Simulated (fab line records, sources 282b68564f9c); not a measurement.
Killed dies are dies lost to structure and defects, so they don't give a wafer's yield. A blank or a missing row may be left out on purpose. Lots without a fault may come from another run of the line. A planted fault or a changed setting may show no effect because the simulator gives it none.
A struck lot beside a sound one | flow rit_cmos | 15 steps out of a route of 202
Sound: wafers L793.2, L793.5, L793.6. Struck: wafers L801.2, L801.4, L801.6. The cause comes at the end.
At each step with rows: each side's tool, then ch and its chambers, then its first start. Under that, the readings that differ: sound wafers | struck wafers | difference of the means | sigmas: that difference in standard deviations of wafers without a fault.
alike: readings whose means differ by less than 2 such deviations, and words and numbers that are the same on both sides. not compared: withheld readings, readings that some wafer has no value for, bounds like >300 that may hide the same value, and numbers for which the record gives no deviation and whose values overlap.
The two part at a step that has a row with sigmas, a row that says differs or no value, or rows on one side only. Numbers that don't overlap but have no deviation are shown without sigmas and don't part them. A reading that every wafer of one side lacks parts them only if that side has two wafers or more.

RIT_SDANNEAL_RS_MEAS_07: measures by four-point-probe.
  sound on film_metro-03, day 3 14:48; struck on film_metro-01, day 5 00:22
  alike: NLDD_RS
then, 1 step without rows for these wafers: RIT_SILICIDE_WET_ETCH_00 (etches SiO2 in BOE, target depth 14 nm, time 15 s).
RIT_SILICIDE_SPUTTER_01: material Ti, target thk 30 nm, time 240 s.
  sound on pvd_sputter-02, day 3 14:55; struck on pvd_sputter-03, day 5 00:29
  alike: throttle_valve_pct
RIT_SILICIDE_RS_MEAS_02: measures by four-point-probe.
  sound on film_metro-02, day 3 15:05; struck on film_metro-03, day 5 00:40
  reading                 | sound          | struck         | difference | sigmas
  SILICIDE_TI_RS (ohm/sq) | 46.8 47.1 47.3 | 49.6 48.7 49.2 | +2.1       | +3
RIT_SILICIDE_THK_MEAS_03: measures by xrf.
  sound on film_metro-02, day 3 15:11; struck on film_metro-03, day 5 00:46
  reading              | sound          | struck         | difference | sigmas
  SILICIDE_TI_THK (nm) | 30.7 30.5 30.5 | 29.3 29.7 29.5 | -1.1       | -3
RIT_SILICIDE_RTA_04: time 10 s, ramp up 5 s, ramp down 5 s.
  sound on rtp_anneal-02 ch 0, day 3 15:16; struck on rtp_anneal-02 ch 0, day 5 00:50
  alike: wafer_temp_C_max
then, 1 step without rows for these wafers: RIT_SILICIDE_WET_ETCH_05 (etches Ti in SPM, time 120 s).
RIT_SILICIDE_RTA_06: time 10 s, ramp up 5 s, ramp down 10 s.
  sound on rtp_anneal-01 ch 0, day 3 15:22; struck on rtp_anneal-01 ch 0, day 5 00:59
  alike: wafer_temp_C_max
RIT_CONTACT_CVD_00: deposits SiO2 from TEOS, target thk 400 nm, time 61 s.
  sound on pecvd-04 ch 0,1, day 3 15:25; struck on pecvd-02 ch 0,2, day 5 01:02
  alike: heater_power_w
RIT_CONTACT_THK_MEAS_01:
  sound on film_metro-03, day 3 15:29; struck on film_metro-02, day 5 01:06
  alike: CONTACT_TEOS_THK
then, 2 steps without rows for these wafers: RIT_CONTACT_HMDS_02 (prime time 60 s); RIT_CONTACT_COAT_03 (resist thk 1000 nm).
RIT_CONTACT_SOFTBAKE_04: time 60 s.
  sound on litho_track-04 ch 0, day 3 15:57; struck on litho_track-04 ch 0, day 5 01:29
  reading                  | sound             | struck            | difference | sigmas
  heater_power_total_W (W) | 34.49 34.55 34.60 | 36.91 36.82 36.84 | +2.31      | +47
  run_length_s (s)         | 89.33 89.28 89.48 | 77.31 77.36 77.36 | -12.02     | -41
  alike: exhaust_pa
then, 1 step without rows for these wafers: RIT_CONTACT_EXPOSE_05 (exposes mask M11, target cd 1000 nm).
RIT_M1_PROBE_99:
  sound on prober-02, day 3 22:13; struck on prober-02, day 5 07:38
  alike: killed_at_front_end, killed_dies, killed_open, killed_short

WHERE THEY PART
First at RIT_SILICIDE_RS_MEAS_02; last, within this record, at RIT_CONTACT_SOFTBAKE_04. Later steps at which nothing parts them and some readings are alike: RIT_M1_PROBE_99.

WHY: what the simulator had put in
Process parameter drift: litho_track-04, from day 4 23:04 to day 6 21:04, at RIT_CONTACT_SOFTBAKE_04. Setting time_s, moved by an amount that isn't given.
